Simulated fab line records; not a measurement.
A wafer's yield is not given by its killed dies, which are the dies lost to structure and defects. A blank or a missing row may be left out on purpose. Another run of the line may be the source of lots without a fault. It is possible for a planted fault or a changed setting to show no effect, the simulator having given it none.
One fault seen from 2 desks | flow berkeley_cmos170 | each desk has only its own numbers; what lay behind them comes last

## FROM THE METROLOGY DESK
What the gauges read for every lot (on any tool): the sampled wafers with a number, averaged. The brackets show how far a lot's mean lies from the usual mean; more than 4 standard deviations puts the lot out of limits, marked OUT.
Columns: A = ACTIVE_NITRIDE_THK at UCB170_ACTIVE_THK_MEAS_06, usual 219.7 nm; B = PVT_OVL at UCB170_PVT_OVL_MEAS_06, usual -3 nm; C = PVT_TW at UCB170_PVT_TW_MEAS_09, usual 504; D = GATE_OXIDE_THK at UCB170_GATE_THK_MEAS_02, usual 6.64 nm
lot  | first seen here | A     | B  | C             | D
L231 | day 4 13:01     | 219.3 | -8 | 500           | 6.61
L233 | day 4 23:09     | 216.5 | -9 | 497           | 6.39
L232 | day 4 23:10     | 214.4 | -7 | 496           | 6.56
L234 | day 5 07:56     | 221.9 | 2  | 503           | 6.42
L238 | day 6 03:25     | 221.3 | 5  | 415 (-23) OUT | 6.41
L239 | day 6 14:10     | 219.1 | -3 | 421 (-21) OUT | 6.66
L241 | day 6 22:57     | 221.5 | 3  | 425 (-20) OUT | 6.50
L247 | day 8 01:41     | 223.9 | 3  | 503           | 6.60
L246 | day 8 01:41     | 217.9 | -5 | 506           | 6.84
L248 | day 8 17:25     | 221.8 | -3 | 505           | 6.65
L249 | day 8 17:25     | 221.0 | -8 | 506           | 6.81
L251 | day 8 22:40     | 217.5 | 1  | 506           | 6.63
L253 | day 9 07:12     | 218.8 | -8 | 508           | 6.80
L252 | day 9 07:13     | 222.9 | 4  | 505           | 6.66
L254 | day 9 07:13     | 223.6 | 1  | 506           | 6.45
This desk reports L238, L239, L241 out of limits; the earliest was L238 at day 7 23:20 (PVT_TW at UCB170_PVT_TW_MEAS_09). Within limits: L231, L233, L232, L234, L247, L246, L248, L249, L251, L253, L252, L254.

## FOR THE TOOL OWNER'S DESK: implanter-03
UCB170_PVT_IMPLANT_07, tool's own readings: per-lot mean of the sampled wafers with a number, covering each lot this tool ran. The brackets show how far a lot's mean lies from the usual mean; more than 4 standard deviations puts the lot out of limits, marked OUT.
Columns: A = dose_ions_cm2 at UCB170_PVT_IMPLANT_07, usual 1.9999e+12; B = faraday_current_uA at UCB170_PVT_IMPLANT_07, usual 6.35
lot  | first seen here | A                            | B
L233 | day 6 20:41     | 2.0016e+12                   | 6.31
L238 | day 7 23:05     | 1.0972e+12 (-99 or more) OUT | 3.44 (-24) OUT
L241 | day 8 15:47     | 1.0999e+12 (-99 or more) OUT | 3.58 (-23) OUT
L239 | day 8 16:25     | 1.0970e+12 (-99 or more) OUT | 3.56 (-23) OUT
Finding of this desk: L238, L239, L241 out of limits; the first was L238 at day 7 23:05, on dose_ions_cm2 at UCB170_PVT_IMPLANT_07. Within limits: L233.

## PUT TOGETHER
An alarm could have come from the tool owner's desk at day 7 23:05, on L238, L239, L241.
On L238, L239, L241, the metrology desk was in a position to raise an alarm at day 7 23:20.
Every lot named ran UCB170_PVT_IMPLANT_07 on implanter-03.

## WHAT THE SIMULATOR PUT IN
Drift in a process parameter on implanter-03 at UCB170_PVT_IMPLANT_07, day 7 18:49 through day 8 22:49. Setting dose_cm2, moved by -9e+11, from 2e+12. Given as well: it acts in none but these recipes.
Struck lots among those shown: L238, L239, L241.
Delay (hours) between the fault's onset and each desk's first out-of-limits reading: 4 at the tool owner's desk, 5 at the metrology desk.
